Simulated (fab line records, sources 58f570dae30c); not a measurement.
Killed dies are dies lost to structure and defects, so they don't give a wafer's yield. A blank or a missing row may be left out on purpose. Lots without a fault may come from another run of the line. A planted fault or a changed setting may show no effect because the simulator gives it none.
fab line records | flow berkeley_cmos170
record lots=5 wafers=27
route steps=331 shown ZERO@12 NWELL@27 SPACER@174 SILICIDE@211 V1@254 M2@285 M3@331
start_h: hours from the record's first day to the start of the lot's first wafer shown | wait_h: hours since the lot's step before | " the same as in the row above | L1.1+2: a row that stands for several wafers | - no value, or no start given | * or withheld: withheld | < > ~ a bound
route shown NAME@n: a module of which the file shows steps, and the number in the route of the first | usual: mean/standard deviation of fault-free wafers | same: alike in all rows | chamber/n: place in a boat | sites: the reading at each site | _std_site: their standard deviation | _edge_site: outer sites' mean less inner sites' | radius_mm: how far each site lies from the wafer's centre | mask NAME#n: copy n | behind: the tool/chamber that last shaped the wafer | hold: why the lot was held/for how many hours/how that ended | device: the transistor (n, p or np) that didn't switch | end of line: the same wafers' tests at the end of the route | a step without rows: its recipe alone | killed: dies lost to structure and defects at the first sort, not the wafer's yield | map: a wafer's dies, x killed, . not, _ none there
set.NAME: the setting as run; set.NAME@STEP: as run at that earlier step | model.NAME: the simulator's own value behind a step, which no gauge read
lots whose settings were changed on purpose; a table a step, a row a wafer
## steps
# step UCB170_ZERO_ETCH_06
# recipe chemistry=CHF3/CF4/Ar target=SiO2 time_s=12 pressure_mtorr=100 rf_w=500 CHF3_flow_sccm=50 cf4_flow_sccm=10 Ar_flow_sccm=120 over_etch_frac=1.58
# usual oes_product_au=0.614/0.0084
# columns lot.wafer tool chamber start_h wait_h set.target_depth_a oes_product_au
L074.1 rie_diel-03 1 18.29 - 360.9 0.747
L074.2 " 0 " " 360.9 0.719
L074.3 " 3 " " 516 0.616
L074.4 " 2 " " 516 0.620
L074.5 " 3 " " 516 0.622
L074.6 " 0 " " 360.9 0.719
L077.1 rie_diel-04 1 35.46 - 315.5 0.760
L077.2 " 2 " " 516 0.608
L077.3 " 0 " " 315.5 0.761
L077.4 " 3 " " 315.5 0.764
L077.5 " 2 " " 516 0.607
L077.6 " 3 " " 516 0.608
L079.1 rie_diel-04 3 48.58 - 516 0.600
L079.2 " 0 " " 516 0.608
L079.4 " 2 " " 516 0.605
L080.1 rie_diel-01 1 54.00 - 516 0.614
L080.2 " 3 " " 516 0.615
L080.3 " 2 " " 516 0.618
L080.4 " 3 " " 516 0.600
L080.5 " 1 " " 516 0.615
L080.6 " 2 " " 516 0.613
L083.1 rie_diel-04 0 65.71 - 516 0.616
L083.2 " 2 " " 300 0.782
L083.3 " 1 " " 516 0.613
L083.4 " 3 " " 300 0.780
L083.5 " 2 " " 300 0.782
L083.6 " 1 " " 516 0.607
# step UCB170_NWELL_ETCH_13
# recipe chemistry=CH3F/Ar/O2 target=Si3N4 stop_on=SiO2 CH3F_flow_sccm=20 Ar_flow_sccm=50 O2_flow_sccm=7 pressure_mtorr=50 rf_w=450 target_depth_a=2464 over_etch_frac=0.1 time_s=154
# columns lot.wafer tool chamber start_h wait_h set.target_depth_a model.etch.depth_nm model.KrF_of_NWELL_COAT_07.thk_nm
L074.1 rie_diel-02 2 30.36 0.0 2464 225.3 726.1
L074.2 " 1 " " 2464 227.3 720.9
L074.3 " 0 " " 2464 226.1 720.8
L074.4 " 3 " " 2464 225 725.5
L074.5 " 1 " " 2464 225.2 721.8
L074.6 " 2 " " 2464 226.2 722.8
L077.1 rie_diel-04 0 52.29 0.0 2464 221.2 729.1
L077.2 " 2 " " 2464 222 725.3
L077.3 " 1 " " 2464 221.4 728.5
L077.4 " 3 " " 2464 221.3 719.3
L077.5 " 3 " " 2464 222.5 720.4
L077.6 " 2 " " 2464 222.2 718.9
L079.1 rie_diel-04 1 61.41 0.0 2464 218.4 729.3
L079.2 " 3 " " 2464 219.3 722.6
L079.4 " 0 " " 2464 221.9 729.8
L080.1 rie_diel-03 0 65.49 0.0 2464 224.6 725.8
L080.2 " 3 " " 2464 223.1 721
L080.3 " 1 " " 2464 222.9 720.2
L080.4 " 2 " " 2065 199.7 754.3
L080.5 " 1 " " 2065 208.5 744.2
L080.6 " 2 " " 2065 200.7 754.3
L083.1 rie_diel-04 2 77.31 0.0 2464 224.5 719.3
L083.2 " 3 " " 1633 165.9 772.2
L083.3 " 1 " " 1633 160.6 777.3
L083.4 " 0 " " 2464 223.2 727.9
L083.5 " 0 " " 1633 158.8 781.2
L083.6 " 1 " " 2464 225.5 723.9
# step UCB170_NWELL_IMPLANT_14
# recipe species=P dose_cm2=1.016e+13 energy_kev=150 tilt_deg=7
# step UCB170_NWELL_STRIP_15
# recipe chemistry=O2 power_w=400 pressure_mtorr=3500 platen_temp_c=withheld o2_flow_sccm=400 overash_fraction=0.5
# usual strip_time_to_endpoint_s=18.06/0.093
# columns lot.wafer tool chamber start_h wait_h set.target_depth_a@NWELL_ETCH_13 strip_time_to_endpoint_s
L074.1 plasma_asher-03 1 30.76 0.2 2464 18.12
L074.2 " 0 " " 2464 18.02
L074.3 " 1 " " 2464 17.99
L074.4 " 0 " " 2464 18.12
L074.5 " 1 " " 2464 18.02
L074.6 " 0 " " 2464 18.03
L077.1 plasma_asher-02 1 52.69 0.2 2464 18.20
L077.2 " 0 " " 2464 18.12
L077.3 " 1 " " 2464 18.17
L077.4 " 0 " " 2464 17.96
L077.5 " 0 " " 2464 17.98
L077.6 " 1 " " 2464 17.95
L079.1 plasma_asher-03 1 61.66 0.1 2464 18.20
L079.2 " 0 " " 2464 18.05
L079.4 " 1 " " 2464 18.22
L080.1 plasma_asher-02 0 65.75 0.1 2464 18.13
L080.2 " 1 " " 2464 18.01
L080.3 " 1 " " 2464 17.97
L080.4 " 0 " " 2065 18.81
L080.5 " 1 " " 2065 18.56
L080.6 " 0 " " 2065 18.79
L083.1 plasma_asher-03 1 77.57 0.1 2464 17.96
L083.2 " 0 " " 1633 19.23
L083.3 " 0 " " 1633 19.34
L083.4 " 1 " " 2464 18.17
L083.5 " 0 " " 1633 19.45
L083.6 " 1 " " 2464 18.06
# step UCB170_SPACER_ETCHBACK_03
# recipe stop_on=Si target=SiO2 chemistry=CHF3/CF4/Ar CHF3_flow_sccm=50 cf4_flow_sccm=10 Ar_flow_sccm=120 pressure_mtorr=200 rf_w=500 target_depth_a=3760 time_s=100
# usual oes_product_au=0.895/0.013
# columns lot.wafer tool chamber start_h wait_h set.target_depth_a oes_product_au model.etch.depth_nm
L074.1 rie_diel-02 1 122.41 0.0 3760 0.888 368.3
L074.2 " 0 " " 3760 0.875 370.3
L074.3 " 2 " " 6012 0.672 375.9
L074.4 " 3 " " 6012 0.665 381.3
L074.5 " 3 " " 3760 0.897 377.4
L074.6 " 2 " " 6012 0.675 378.4
L077.1 rie_diel-02 3 151.17 0.0 3760 0.876 368.8
L077.2 " 2 " " 3760 0.899 373.7
L077.3 " 1 " " 3760 0.898 372.2
L077.4 " 0 " " 2250 0.977 277.4
L077.5 " 1 " " 2250 0.994 279.3
L077.6 " 2 " " 2250 0.987 272.5
L079.1 rie_diel-03 2 159.98 0.0 3760 0.892 368.9
L079.2 " 1 " " 3760 0.928 374
L079.4 " 3 " " 3760 0.901 374.4
L080.1 rie_diel-02 3 159.98 0.0 3760 0.880 368.6
L080.2 " 2 " " 3760 0.892 370.3
L080.3 " 1 " " 3760 0.898 372.1
L080.4 " 0 " " 3760 0.889 378.3
L080.5 " 0 " " 3760 0.887 377.5
L080.6 " 1 " " 3760 0.905 373.6
L083.1 rie_diel-04 0 168.27 0.0 3760 0.880 368.8
L083.2 " 3 " " 5886 0.663 374.4
L083.3 " 2 " " 5886 0.684 374
L083.4 " 1 " " 5886 0.666 373.8
L083.5 " 1 " " 3760 0.892 379.4
L083.6 " 2 " " 3760 0.899 378.1
# step UCB170_SILICIDE_SPUTTER_01
# recipe material=Ti target_thk_nm=30 time_s=25 power_w=1500 chamber_pressure_pa=0.5
# columns lot.wafer tool chamber start_h wait_h set.time_s model.Ti_of_SILICIDE_SPUTTER_01.thk_nm
L074.1 pvd_sputter-01 - 127.68 0.0 25 29.89
L074.2 " - " " 17.04 20.58
L074.3 " - " " 25 29.65
L074.4 " - " " 17.04 20.41
L074.5 " - " " 17.04 20.44
L074.6 " - " " 25 29.69
L077.1 pvd_sputter-01 - 156.10 0.0 25 29.99
L077.2 " - " " 25 29.93
L077.3 " - " " 16.71 20.16
L077.4 " - " " 16.71 19.77
L077.5 " - " " 16.71 20.09
L077.6 " - " " 25 29.8
L079.1 pvd_sputter-04 - 165.50 0.0 25 30.49
L079.2 " - " " 25 30.1
L079.4 " - " " 25 30.37
L080.1 pvd_sputter-03 - 166.44 0.0 25 29.87
L080.2 " - " " 25 30.17
L080.3 " - " " 25 29.94
L080.4 " - " " 25 29.71
L080.5 " - " " 25 29.86
L080.6 " - " " 25 29.62
L083.1+4 pvd_sputter-01 - 174.88 0.0 25 29.63
L083.2 " - " " 25 29.4
L083.3 " - " " 25 29.31
L083.5 " - " " 25 29.32
L083.6 " - " " 25 29.65
# step UCB170_SILICIDE_RS_MEAS_02
# recipe thk_meas_gauge=four-point-probe reads=Ti_of_SILICIDE_SPUTTER_01
# usual SILICIDE_TI_RS=26.2/0.33
# columns lot.wafer tool chamber start_h wait_h set.time_s@SILICIDE_SPUTTER_01 SILICIDE_TI_RS[ohm/sq]
L074.1 film_metro-03 - 127.71 0.0 25 26.1
L074.2 " - " " 17.04 40.7
L074.3 " - " " 25 26.4
L074.4 " - " " 17.04 41.2
L074.5 " - " " 17.04 41.1
L074.6 " - " " 25 26.3
L077.1 film_metro-03 - 156.13 0.0 25 26.1
L077.2 " - " " 25 26.1
L077.3 " - " " 16.71 41.8
L077.4 " - " " 16.71 42.8
L077.5 " - " " 16.71 41.9
L077.6 " - " " 25 26.2
L079.1 film_metro-04 - 165.53 0.0 25 25.6
L079.2 " - " " 25 26.0
L079.4 " - " " 25 25.7
L080.1 film_metro-04 - 166.47 0.0 25 26.2
L080.2 " - " " 25 26.0
L080.3 " - " " 25 26.2
L080.4 " - " " 25 26.5
L080.5 " - " " 25 26.2
L080.6 " - " " 25 26.5
L083.1 film_metro-04 - 174.91 0.0 25 26.6
L083.2 " - " " 25 26.8
L083.3 " - " " 25 26.8
L083.4 " - " " 25 26.5
L083.5 " - " " 25 26.9
L083.6 " - " " 25 26.5
# step UCB170_SILICIDE_THK_MEAS_03
# recipe thk_meas_gauge=xrf reads=Ti_of_SILICIDE_SPUTTER_01
# usual SILICIDE_TI_THK=30.7/0.39
# columns lot.wafer tool chamber start_h wait_h set.time_s@SILICIDE_SPUTTER_01 SILICIDE_TI_THK[nm]
L074.1 film_metro-03 - 127.83 0.1 25 31.0
L074.2 " - " " 17.04 21.2
L074.3 " - " " 25 30.5
L074.4 " - " " 17.04 21.0
L074.5 " - " " 17.04 21.0
L074.6 " - " " 25 30.5
L077.1 film_metro-03 - 156.25 0.1 25 30.7
L077.2 " - " " 25 30.7
L077.3 " - " " 16.71 20.7
L077.4 " - " " 16.71 20.3
L077.5 " - " " 16.71 20.7
L077.6 " - " " 25 30.8
L079.1 film_metro-04 - 165.65 0.1 25 31.4
L079.2 " - " " 25 30.9
L079.4 " - " " 25 31.2
L080.1 film_metro-04 - 166.59 0.1 25 30.6
L080.2 " - " " 25 31.1
L080.3 " - " " 25 30.9
L080.4 " - " " 25 30.6
L080.5 " - " " 25 30.6
L080.6 " - " " 25 30.5
L083.1 film_metro-04 - 175.03 0.1 25 30.5
L083.2 " - " " 25 30.3
L083.3 " - " " 25 30.1
L083.4 " - " " 25 30.5
L083.5 " - " " 25 30.1
L083.6 " - " " 25 30.4
# step UCB170_V1_CVD_00
# recipe material=SiO2 target_thk_nm=2000 temp_c=390 precursor=TEOS/O2 time_s=250 rf_w=550 pressure_mtorr=9000
# columns lot.wafer tool chamber start_h wait_h set.time_s model.SiO2_of_V1_CVD_00.thk_nm
L074.1 pecvd-02 2 137.10 0.0 250 1971
L074.2 " 0 " " 250 2018
L074.3 " 1 " " 250 1972
L074.4 " 1 " " 198.8 1582
L074.5 " 2 " " 198.8 1608
L074.6 " 0 " " 198.8 1629
L077.1 pecvd-02 2 169.34 0.0 250 1992
L077.2 " 0 " " 250 2034
L077.3 " 1 " " 250 2000
L077.4 " 0 " " 250 2025
L077.5 " 2 " " 250 2027
L077.6 " 1 " " 250 2024
L079.1 pecvd-02 0 176.68 0.0 250 2009
L079.2 " 1 " " 250 1993
L079.4 " 1 " " 250 2005
L080.1 pecvd-01 0 176.68 0.0 250 1966
L080.2 " 1 " " 382.2 2985
L080.3 " 2 " " 382.2 2991
L080.4 " 2 " " 250 1989
L080.5 " 0 " " 382.2 3060
L080.6 " 1 " " 250 1986
L083.1 pecvd-04 1 187.84 0.0 250 2000
L083.2 " 2 " " 250 1995
L083.3 " 0 " " 116.9 932.8
L083.4 " 0 " " 116.9 943.3
L083.5 " 1 " " 116.9 964
L083.6 " 2 " " 250 2013
# step UCB170_V1_THK_MEAS_01
# recipe reads=SiO2_of_V1_CVD_00
# usual V1_TEOS_THK=2002/24
# columns lot.wafer tool chamber start_h wait_h set.time_s@V1_CVD_00 V1_TEOS_THK[nm]
L074.1 film_metro-03 - 137.26 0.1 250 1970
L074.2 " - " " 250 2018
L074.3 " - " " 250 1970
L074.4 " - " " 198.8 1582
L074.5 " - " " 198.8 1608
L074.6 " - " " 198.8 1628
L077.1 film_metro-02 - 169.50 0.1 250 1992
L077.2 " - " " 250 2035
L077.3 " - " " 250 2001
L077.4 " - " " 250 2025
L077.5 " - " " 250 2029
L077.6 " - " " 250 2025
L079.1 film_metro-03 - 176.83 0.1 250 2010
L079.2 " - " " 250 1993
L079.4 " - " " 250 2005
L080.1 film_metro-01 - 176.83 0.1 250 1965
L080.2 " - " " 382.2 2984
L080.3 " - " " 382.2 2991
L080.4 " - " " 250 1989
L080.5 " - " " 382.2 3058
L080.6 " - " " 250 1986
L083.1 film_metro-01 - 187.99 0.1 250 2000
L083.2 " - " " 250 1996
L083.3 " - " " 116.9 933
L083.4 " - " " 116.9 943
L083.5 " - " " 116.9 963
L083.6 " - " " 250 2012
# step UCB170_M2_DEVELOP_14
# recipe developer=TMAH develop_time_s=45 resist=KrF dev_temp_c=21
# columns lot.wafer tool chamber start_h wait_h set.develop_time_s
L074.1+3+5 litho_track-02 0 - - 57.07
L074.2+4+6 " 0 " " 45
L077.1+5+6 litho_track-03 0 - - 45
L077.2+3+4 " 0 " " 21.5
L079.1+2+4 litho_track-02 0 - - 45
L080.1+2+6 litho_track-02 0 - - 45
L080.3+4+5 " 0 " " 63.29
L083.1+2+3+4+5+6 litho_track-03 0 - - 45
# step UCB170_M2_CD_MEAS_15
# recipe target_cd_nm=700
# usual cd_nm=700.0/1.4
# columns lot.wafer tool chamber start_h wait_h set.develop_time_s@M2_DEVELOP_14 cd_nm
L074.1 cd_sem-02 - 145.26 - 57.07 700.1
L074.2 " - " " 45 700.9
L074.3 " - " " 57.07 699.7
L074.4 " - " " 45 702.1
L074.5 " - " " 57.07 700.5
L074.6 " - " " 45 702.7
L077.1 cd_sem-02 - 174.60 - 45 700.9
L077.2 " - " " 21.5 706.0
L077.3 " - " " 21.5 706.9
L077.4 " - " " 21.5 707.0
L077.5 " - " " 45 700.5
L077.6 " - " " 45 700.1
L079.1 cd_sem-02 - 183.30 - 45 700.4
L079.2 " - " " 45 700.9
L079.4 " - " " 45 700.1
L080.1 cd_sem-02 - 184.39 - 45 699.2
L080.2 " - " " 45 698.5
L080.3 " - " " 63.29 697.8
L080.4 " - " " 63.29 696.1
L080.5 " - " " 63.29 695.8
L080.6 " - " " 45 699.6
L083.1 cd_sem-02 - 193.76 - 45 700.8
L083.2 " - " " 45 700.8
L083.3 " - " " 45 699.8
L083.4 " - " " 45 699.9
L083.5 " - " " 45 700.4
L083.6 " - " " 45 701.0
# step UCB170_M2_ETCH_17
# recipe chemistry=N2/H2 target_depth_a=withheld overetch_a=withheld target=BARC time_s=withheld source_w=500 bias_w=100 pressure_mtorr=30 n2_flow_sccm=100 h2_flow_sccm=200
# columns lot.wafer tool chamber start_h wait_h set.develop_time_s@M2_DEVELOP_14 model.M2.cd_nm
L074.1 rie_diel-03 3 145.42 0.0 * 699.2
L074.2 " 2 " " * 700.8
L074.3 " 0 " " * 700.4
L074.4 " 1 " " * 702.2
L074.5 " 2 " " * 700.8
L074.6 " 3 " " * 702.6
L077.1 rie_diel-03 1 174.76 0.0 * 701.1
L077.2 " 2 " " * 706.7
L077.3 " 3 " " * 705.9
L077.4 " 0 " " * 707.3
L077.5 " 0 " " * 700.5
L077.6 " 1 " " * 700.2
L079.1 rie_diel-03 3 183.46 0.0 * 699.4
L079.2 " 0 " " * 700.8
L079.4 " 1 " " * 700.2
L080.1 rie_diel-03 2 184.54 0.0 * 699.6
L080.2 " 1 " " * 699
L080.3 " 0 " " * 698.1
L080.4 " 2 " " * 697.3
L080.5 " 1 " " * 696
L080.6 " 0 " " * 700
L083.1 rie_diel-03 1 193.92 0.0 * 700.2
L083.2 " 2 " " * 701.3
L083.3 " 0 " " * 700.5
L083.4 " 2 " " * 701.1
L083.5 " 0 " " * 701.2
L083.6 " 1 " " * 700.6
# step UCB170_M3_PROBE_99
# columns lot.wafer tool chamber start_h wait_h set.target_depth_a@SPACER_ETCHBACK_03 model.etest.nldd.line_ohm_um model.etest.nldd.rs_ohm_sq model.etest.pldd.line_ohm_um model.etest.pldd.rs_ohm_sq
L074.1 prober-02 - 151.63 0.1 3760 1263 777 1832 1118
L074.2 prober-02 - 151.68 0.1 3760 1225 776.9 1758 1121
L074.3 prober-02 - 151.73 0.2 6012 6.115 3.66 6.26 3.718
L074.4 prober-02 - 151.78 0.2 6012 8.063 4.833 8.188 4.955
L074.5 prober-02 - 151.83 0.2 3760 1254 777.7 1835 1113
L074.6 prober-02 - 151.88 0.2 6012 6.198 3.644 6.428 3.713
L077.1 prober-01 - 181.32 0.1 3760 1243 790.8 1802 1119
L077.2 prober-01 - 181.37 0.1 3760 1253 794.1 1784 1126
L077.3 prober-01 - 181.42 0.2 3760 1272 789.9 1822 1128
L077.4 prober-01 - 181.47 0.2 2250 1285 786.5 1858 1140
L077.5 prober-01 - 181.52 0.2 2250 1277 790.4 1824 1131
L077.6 prober-01 - 181.57 0.2 2250 1252 786.1 1801 1131
L079.1 prober-01 - 189.08 0.1 3760 1269 776 1847 1135
L079.2 prober-01 - 189.13 0.1 3760 1239 764.2 1781 1102
L080.1 prober-02 - 191.32 0.1 3760 1240 761.1 1782 1118
L080.2 prober-02 - 191.37 0.1 3760 1240 751.6 1836 1111
L080.3 prober-02 - 191.42 0.2 3760 1247 757.9 1817 1119
L083.2 prober-02 - 200.75 0.1 5886 6.285 3.689 6.494 3.745
L083.3 prober-02 - 200.80 0.2 5886 6.203 3.716 6.427 3.755
L083.4 prober-02 - 200.85 0.2 5886 6.203 3.662 6.436 3.706
L083.6 prober-02 - 200.95 0.2 3760 1241 781.9 1853 1146
# killed by level:class
L079.1 GATE:geometric_particle:short=1 GATE:geometric_particle:open=1 SPACER:geometric_particle:open=1 CONTACT:geometric_particle:short=1 M2:geometric_particle:short=1 M3:geometric_particle:short=1
L079.2 PWELL:area_etch=5 V2:geometric_particle:short=1 M3:geometric_particle:short=1 ACTIVE:area_etch=1
## key
split step=UCB170_ZERO_ETCH_06 setting=target_depth_a stated=516 by=wafer
response step=UCB170_ZERO_ETCH_06 reading=oes_product_au change=-0.00393 per=1% r=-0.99
split step=UCB170_NWELL_ETCH_13 setting=target_depth_a stated=2464 by=wafer
response step=UCB170_NWELL_ETCH_13 reading=model.etch.depth_nm change=+1.75 per=1% r=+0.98
response step=UCB170_NWELL_ETCH_13 reading=model.KrF_of_NWELL_COAT_07.thk_nm change=-1.61 per=1% r=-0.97
response step=UCB170_NWELL_STRIP_15 reading=strip_time_to_endpoint_s change=* per=1% r=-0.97
split step=UCB170_SPACER_ETCHBACK_03 setting=target_depth_a stated=3760 by=wafer
response step=UCB170_SPACER_ETCHBACK_03 reading=oes_product_au change=-0.00347 per=1% r=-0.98
response step=UCB170_SPACER_ETCHBACK_03 reading=model.etch.depth_nm shape=bent at_lowest=276.4 at_stated=373 at_highest=378.6
response step=UCB170_M3_PROBE_99 reading=model.etest.pldd.line_ohm_um shape=bent at_lowest=1827 at_stated=1812 at_highest=6.959
response step=UCB170_M3_PROBE_99 reading=model.etest.nldd.line_ohm_um shape=bent at_lowest=1271 at_stated=1249 at_highest=6.792
response step=UCB170_M3_PROBE_99 reading=model.etest.pldd.rs_ohm_sq shape=bent at_lowest=1134 at_stated=1121 at_highest=4.129
response step=UCB170_M3_PROBE_99 reading=model.etest.nldd.rs_ohm_sq shape=bent at_lowest=787.7 at_stated=774.9 at_highest=4.045
split step=UCB170_SILICIDE_SPUTTER_01 setting=time_s stated=25 by=wafer
response step=UCB170_SILICIDE_SPUTTER_01 reading=model.Ti_of_SILICIDE_SPUTTER_01.thk_nm change=+0.295 per=1% r=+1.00
response step=UCB170_SILICIDE_RS_MEAS_02 reading=SILICIDE_TI_RS change=-0.473 per=1% r=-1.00
response step=UCB170_SILICIDE_THK_MEAS_03 reading=SILICIDE_TI_THK change=+0.304 per=1% r=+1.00
split step=UCB170_V1_CVD_00 setting=time_s stated=250 by=wafer
response step=UCB170_V1_CVD_00 reading=model.SiO2_of_V1_CVD_00.thk_nm change=+19.6 per=1% r=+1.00
response step=UCB170_V1_THK_MEAS_01 reading=V1_TEOS_THK change=+19.6 per=1% r=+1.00
split step=UCB170_M2_DEVELOP_14 setting=develop_time_s stated=45 by=wafer
response step=UCB170_M2_CD_MEAS_15 reading=cd_nm change=-0.0925 per=1% r=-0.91
response step=UCB170_M2_ETCH_17 reading=model.M2.cd_nm change=-0.0903 per=1% r=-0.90
